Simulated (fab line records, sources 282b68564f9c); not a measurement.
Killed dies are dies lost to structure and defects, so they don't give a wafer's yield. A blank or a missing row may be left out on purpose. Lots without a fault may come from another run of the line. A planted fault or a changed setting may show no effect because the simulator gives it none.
Which tool did it? | flow rit_cmos | 14 lots, 42 wafers sampled, at 2 steps of a route of 202

WHAT THE GAUGES READ, wafer by wafer
The record holds no reading of a measuring or inspecting step that can be judged against a usual standard deviation.

WHICH TOOL RAN EACH LOT (tool, then ch and the chambers of the sampled wafers, then the start)
lot  | RIT_PLDD_STRIP_09                   | RIT_M1_PROBE_99
L131 | plasma_asher-03 ch 0,1, day 2 22:16 | prober-01, day 3 11:54
L132 | plasma_asher-03 ch 0, day 3 06:19   | prober-02, day 3 20:06
L133 | plasma_asher-04 ch 0, day 3 11:38   | prober-01, day 4 01:22
L134 | plasma_asher-03 ch 0,1, day 3 18:23 | prober-02, day 4 07:55
L136 | plasma_asher-03 ch 0,1, day 4 03:47 | prober-02, day 4 17:23
L137 | plasma_asher-04 ch 0, day 4 06:59   | prober-01, day 4 20:44
L138 | plasma_asher-04 ch 0,1, day 4 12:11 | prober-02, day 5 01:58
L139 | plasma_asher-02 ch 0,1, day 4 20:22 | prober-02, day 5 10:32
L140 | plasma_asher-03 ch 0,1, day 4 20:24 | prober-01, day 5 12:09
L143 | plasma_asher-04 ch 0, day 5 11:34   | prober-01, day 6 01:41
L144 | plasma_asher-04 ch 0,1, day 5 14:40 | prober-01, day 6 04:46
L145 | plasma_asher-04 ch 0,1, day 6 00:11 | prober-01, day 6 13:51
L147 | plasma_asher-04 ch 0,1, day 6 05:35 | prober-01, day 6 19:38
L151 | plasma_asher-03 ch 0,1, day 7 02:11 | prober-01, day 7 16:02
- RIT_PLDD_STRIP_09: strips in O2, time 180 s.
- RIT_M1_PROBE_99

WHAT THE TOOLS THEMSELVES READ (means of the sampled wafers that have a number; where no wafer has one, the mark that the record gives instead)
RIT_PLDD_STRIP_09.
lot  | tool            | drypump_motor_current_A (A) | o2_flow_sccm (sccm) | rf_refl_power_W (W)
L131 | plasma_asher-03 | 5.3                         | 4001                | 7.1
L132 | plasma_asher-03 | 5.3                         | 3996                | 6.6
L133 | plasma_asher-04 | 5.9                         | 3995                | 3.6
L134 | plasma_asher-03 | 5.3                         | 4005                | 7.2
L136 | plasma_asher-03 | 5.2                         | 4010                | 7.4
L137 | plasma_asher-04 | 5.9                         | 4009                | 3.5
L138 | plasma_asher-04 | 5.8                         | 3997                | 7.0
L139 | plasma_asher-02 | 5.9                         | 3999                | 6.9
L140 | plasma_asher-03 | 5.3                         | 4008                | 7.3
L143 | plasma_asher-04 | 5.9                         | 4003                | 3.7
L144 | plasma_asher-04 | 5.8                         | 3999                | 5.4
L145 | plasma_asher-04 | 5.8                         | 4264                | 5.4
L147 | plasma_asher-04 | 5.8                         | 4526                | 7.0
L151 | plasma_asher-03 | 5.3                         | 3996                | 7.0

RIT_M1_PROBE_99.
lot  | tool      | killed_at_contacts | killed_at_front_end | killed_dies | killed_on_rim | killed_open | killed_short
L131 | prober-01 | 0.7                | 8.0                 | 8.7         | 1.3           | 4.0         | 3.7
L132 | prober-02 | 0.0                | 7.0                 | 7.0         | 1.3           | 3.0         | 4.0
L133 | prober-01 | 0.3                | 10.3                | 10.7        | 3.0           | 5.0         | 5.7
L134 | prober-02 | 0.0                | 5.7                 | 5.7         | 0.3           | 3.7         | 2.0
L136 | prober-02 | 0.0                | 7.0                 | 7.0         | 1.3           | 2.3         | 4.7
L137 | prober-01 | 0.0                | 6.0                 | 6.0         | 1.7           | 4.0         | 2.0
L138 | prober-02 | 0.0                | 5.7                 | 5.7         | 2.0           | 2.3         | 3.3
L139 | prober-02 | 0.0                | 6.3                 | 6.3         | 2.7           | 2.7         | 2.7
L140 | prober-01 | 0.0                | 5.3                 | 5.3         | 2.0           | 3.3         | 2.0
L143 | prober-01 | 0.0                | 8.0                 | 8.0         | 2.0           | 3.0         | 5.0
L144 | prober-01 | 0.3                | 4.3                 | 4.7         | 0.7           | 2.7         | 2.0
L145 | prober-01 | 0.0                | 9.0                 | 9.0         | 1.7           | 3.7         | 5.3
L147 | prober-01 | 0.3                | 5.7                 | 6.0         | 1.0           | 3.7         | 2.3
L151 | prober-01 | 0.0                | 5.7                 | 5.7         | 2.0           | 2.3         | 3.3

THE ANSWER, worked out from the rows above alone
Rule: what is usual is taken from the lots themselves. Put in order of their means at a reading, lots are off if they are a third of the lots or fewer, leave a main group of 4 or more, and stand apart from it by a gap of 3 or more times the standard deviation of the main group's means; of several such gaps the widest counts. A main group whose means are all the same, to the digits that the tables above print for the reading, isn't used. A lot without any number at a reading at which 4 lots or more have one is off too. The other lots that the step has rows for count as sound. The gauges are gone through in route order, then the tools' own readings, and for those a lot's mean is taken as printed above. The first step at which some lot is off is used, and at that step the reading that is off furthest; a lot without a number counts as furthest.
Off: L145, L147, at RIT_PLDD_STRIP_09 (o2_flow_sccm). The main group: mean 4002 sccm, standard deviation 5.2.
A tool fits if, at that step or a process step before it, it ran every lot that is off, and no sound lot after the first of them. One fits: plasma_asher-04 at RIT_PLDD_STRIP_09. Its last sound lot is L144 (day 5 14:40), its first lot that is off L145 (day 6 00:11): a fault that began between those two fits.
The tool's own readings at RIT_PLDD_STRIP_09 bear it out: on the lots that are off they differ by more than 5 times the standard deviation of the sound lots' means. o2_flow_sccm reads 4395 sccm there against 4002 sccm on the sound lots.

WHAT THE SIMULATOR HAD PUT IN
Process parameter drift: plasma_asher-04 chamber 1, from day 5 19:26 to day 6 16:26, at RIT_PLDD_STRIP_09. Setting o2_flow_sccm, moved by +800, from 4000. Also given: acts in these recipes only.
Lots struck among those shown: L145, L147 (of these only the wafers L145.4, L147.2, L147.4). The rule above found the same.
